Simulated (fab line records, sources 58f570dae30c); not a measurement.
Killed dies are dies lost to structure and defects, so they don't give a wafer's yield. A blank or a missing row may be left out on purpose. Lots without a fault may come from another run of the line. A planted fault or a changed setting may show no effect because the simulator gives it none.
Problem report in the 8D (eight disciplines) form, filled by code | flow berkeley_cmos170 | the parts of the form that need people (team, actions taken, sign-off) are left out

1. THE PROBLEM
run_length_s at UCB170_SCREENOX_WET_ETCH_00 reads a mean of 394.8 s on 9 wafers of 3 lots; wafers without a fault read 227.0 s with a standard deviation of 3. That is +56 standard deviations from the usual mean.
The step: etches SiO2 in dHF, time 200 s.
First seen on wafer L161.3, day 7 10:46, on wet_bench-02. The record holds 45 wafers of 15 lots with a number at this step. Rule for "out", or "out of limits": more than 4 standard deviations from the usual mean. The other wafers with a number count as sound.

2. WHAT IT IS AND WHAT IT IS NOT
question                    | is                     | is not
which readings at this step | run_length_s           | -
which lots                  | L161, L163, L164       | L155, L156, L157, L158, L159, L160, L162, L166, L170, L176, L177, L178
which wafers of those lots  | all that have a number | -
read on which tools         | wet_bench-02           | wet_bench-03
when                        | from day 7 10:46       | up to then (21 sound wafers); but 15 sound wafers of L166, L170, L176, L177, L178 came after

3. SUSPECTS, AND WHAT RULES EACH OUT
Counting: a tool at a process step up to the reading stays a suspect if it ran every lot that is out and no sound lot after the first of them.
- wet_bench-02 at UCB170_SCREENOX_WET_ETCH_00 (etches SiO2 in dHF, time 200 s): ruled out as a lasting fault. Sound lots L176 ran on it after its first lot that is out, L161 (day 7 10:46).
Left after counting: nothing in the record.

4. THE CAUSE (what the simulator had put in)
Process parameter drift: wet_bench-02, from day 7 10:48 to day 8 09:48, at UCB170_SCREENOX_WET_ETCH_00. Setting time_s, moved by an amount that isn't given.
Counting ruled it out, wrongly.

5. THE CHAIN OF EFFECTS, in route order
Each row: a reading whose mean over the struck wafers that have a number lies more than 3 standard deviations from the usual. Only readings for which the record gives a usual standard deviation are gone through. hours: the time from each lot's start at the first step in this table that gives one to its start at this step, as a median over the lots. sigmas: the change in usual standard deviations.
hours | step                        | reading      | usual   | on struck wafers | change | sigmas
0     | UCB170_SCREENOX_WET_ETCH_00 | run_length_s | 227.0 s | 394.8            | +167.8 | +56
The process steps in it:
- UCB170_SCREENOX_WET_ETCH_00: etches SiO2 in dHF, time 200 s.

6. WHAT WOULD HAVE CAUGHT IT SOONER
In this record the first reading out of limits was taken at day 7 10:46.
